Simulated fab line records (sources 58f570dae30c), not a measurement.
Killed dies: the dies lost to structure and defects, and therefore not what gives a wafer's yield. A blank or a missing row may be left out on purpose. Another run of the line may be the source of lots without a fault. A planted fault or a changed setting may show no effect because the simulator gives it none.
A lot that was struck, set against a sound lot | flow berkeleyCmos170 | 17 out of 331 route steps
Sound: wafers L548.4, L548.5, L548.6. Wafers struck: L553.1, L553.2, L553.6. At the end, the cause is stated.
Each step with rows lists, per side, the tool, then ch with its chambers, then its first start. Under that, the readings that differ: sound wafers | struck wafers | difference of the means | sigmas: that difference in standard deviations of wafers without a fault.
alike: same words and numbers on both sides, and readings whose means sit less than 2 such deviations apart. not compared: any withheld reading, any reading some wafer has no value for, any bound like >300 that may hide the same value, and any number with overlapping values for which the record gives no deviation.
A row with sigmas, a row that says differs or no value, or rows on one side alone: a step with any of these is where the two part. Numbers that have no deviation but don't overlap get no sigmas and don't part them. A reading missing from all wafers of one side parts the sides only when that side holds two or more wafers.

UCB170_NWELL_THK_MEAS_02:
  struck on filmMetro-01, day 3 19:19; sound on filmMetro-01, day 2 16:04
  alike: NWELL_OXIDE_THK
then, 2 steps without rows for these wafers: UCB170_NWELL_ANNEAL_03 (time 900 s); UCB170_NWELL_CVD_04 (deposits Si3N4 from SiH2Cl2/NH3, target thk 224 nm, time 3360 s).
UCB170_NWELL_THK_MEAS_05:
  struck on filmMetro-01, day 4 05:17; sound on filmMetro-04, day 2 19:49
  alike: NWELL_NITRIDE_THK
then, 6 steps without rows for these wafers: UCB170_NWELL_HMDS_06 (prime time 60 s); UCB170_NWELL_COAT_07 (resist thk 900 nm); UCB170_NWELL_SOFTBAKE_08 (time 60 s); UCB170_NWELL_EXPOSE_09 (exposes mask NWELL, target cd 3000 nm); UCB170_NWELL_PEB_10; UCB170_NWELL_DEVELOP_11 (develop time 45 s).
UCB170_NWELL_OVL_MEAS_12:
  struck on overlay-01, day 4 06:19; sound on overlay-01, day 2 21:08
  alike: NWELL_OVL
UCB170_NWELL_ETCH_13: etches Si3N4 in CH3F/Ar/O2, stops on SiO2, target depth 246.4 nm, time 154 s.
  sound on rieDiel-02 ch 2,3, day 2 21:10; struck on rieDiel-02 ch 0,2,3, day 4 06:22
  alike: drypumpMotorCurrentA, oesProductAu, throttleValvePct
  not compared: rfHoursCounterH
UCB170_NWELL_IMPLANT_14:
  sound on implanter-03 ch 0, day 2 21:20; struck on implanter-03 ch 0, day 4 06:28
reading                  | sound             | struck            | difference | sigmas
implantIonAmu            | 31 31 31          | 11 11 11          | -20        | 
model.implant.rpNm (nm)  | 183.7 183.7 183.7 | 437.5 437.5 437.5 | +253.8     | 
model.implant.drpNm (nm) | 62.72 62.72 62.72 | 97.97 97.97 97.97 | +35.25     | 
UCB170_NWELL_STRIP_15: strips in O2.
  sound on plasmaAsher-01 ch 0,1, day 2 21:27; struck on plasmaAsher-01 ch 0,1, day 4 06:37
  alike: drypumpMotorCurrentA, oesProductAu, stripTimeToEndpointS
  not compared: rfHoursCounterH
UCB170_NWELL_TW_MEAS_16:
  struck on filmMetro-04, day 4 06:56; sound on filmMetro-01, day 2 21:32
reading  | sound          | struck      | difference | sigmas
NWELL_TW | 1236 1239 1239 | 524 523 521 | -715       | -42
  not compared: hold
then, 1 step without rows for these wafers: UCB170_NWELL_CLEAN_17 (cleans in SPM, time 600 s).
UCB170_M3_PROBE_99:
  rows exist in the record for the sound wafers here (prober-02, day 9 02:18), none for the struck ones

WHERE THEY PART
Earliest at UCB170_NWELL_TW_MEAS_16; latest, in this record, at UCB170_M3_PROBE_99.

WHY: the cause the simulator had injected
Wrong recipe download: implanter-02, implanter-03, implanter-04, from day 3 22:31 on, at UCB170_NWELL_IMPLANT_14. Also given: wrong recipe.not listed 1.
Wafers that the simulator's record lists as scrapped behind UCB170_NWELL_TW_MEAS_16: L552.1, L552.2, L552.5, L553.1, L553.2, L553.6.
